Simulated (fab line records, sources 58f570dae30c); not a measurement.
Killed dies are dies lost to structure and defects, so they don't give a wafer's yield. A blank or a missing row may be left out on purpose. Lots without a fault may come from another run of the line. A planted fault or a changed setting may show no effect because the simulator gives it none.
One fault seen from 2 desks | flow berkeley_cmos170 | each desk has only its own numbers; what lay behind them comes last

THE TOOL OWNER'S DESK: plasma_asher-02
The tool's own readings at UCB170_V2_STRIP_15 (strips in O2): means of the sampled wafers that have a number, for each lot that ran on this tool. A lot is out of limits, marked OUT, if its mean lies more than 4 standard deviations from the usual mean; the brackets give that distance.
Columns: A = drypump_motor_current_A at UCB170_V2_STRIP_15, usual 5.69 A; B = oes_product_au at UCB170_V2_STRIP_15, usual 0.722 a.u.; C = strip_time_to_endpoint_s at UCB170_V2_STRIP_15, usual 15.35 s
lot  | first seen here | A    | B     | C
L750 | day 9 06:18     | 5.87 | 0.722 | 15.39
L753 | day 9 14:11     | 5.87 | 0.723 | 15.33
L756 | day 10 07:01    | 5.87 | 0.721 | 15.43
L758 | day 10 17:28    | 5.86 | 0.721 | 15.32
L757 | day 10 20:01    | 5.99 | 0.722 | 15.36
L760 | day 11 10:27    | 5.69 | 0.721 | 15.41
L762 | day 11 11:25    | 5.70 | 0.722 | 15.20
This desk's finding: nothing out of limits on any of the 7 lots.

THE METROLOGY DESK
What the gauges read, lot by lot, whatever tool the lot ran on: means of the sampled wafers that have a number. A lot is out of limits, marked OUT, if its mean lies more than 4 standard deviations from the usual mean; the brackets give that distance.
Columns: A = cd_nm at UCB170_NSD_CD_MEAS_06, usual 1199.9 nm
lot  | first seen here | A
L752 | day 8 08:47     | 1201.4
L751 | day 8 09:07     | 1201.5
L750 | day 8 09:08     | 1200.6
L754 | day 8 17:05     | 1201.0
L753 | day 8 17:18     | 1200.3
L756 | day 9 11:37     | 1200.1
L758 | day 9 20:31     | 1199.6
L757 | day 9 20:47     | 1200.5
L760 | day 10 05:53    | 1200.3
L762 | day 10 11:11    | 1201.8
L764 | day 10 22:28    | 1201.3
L763 | day 10 22:35    | 1201.5
L766 | day 11 08:46    | 1197.8
L768 | day 12 02:10    | 1200.2
L769 | day 12 09:20    | 1197.8
This desk's finding: nothing out of limits on any of the 15 lots.

PUT TOGETHER
The tool owner's desk saw nothing out of limits.
The metrology desk saw nothing out of limits.

WHAT THE SIMULATOR HAD PUT IN
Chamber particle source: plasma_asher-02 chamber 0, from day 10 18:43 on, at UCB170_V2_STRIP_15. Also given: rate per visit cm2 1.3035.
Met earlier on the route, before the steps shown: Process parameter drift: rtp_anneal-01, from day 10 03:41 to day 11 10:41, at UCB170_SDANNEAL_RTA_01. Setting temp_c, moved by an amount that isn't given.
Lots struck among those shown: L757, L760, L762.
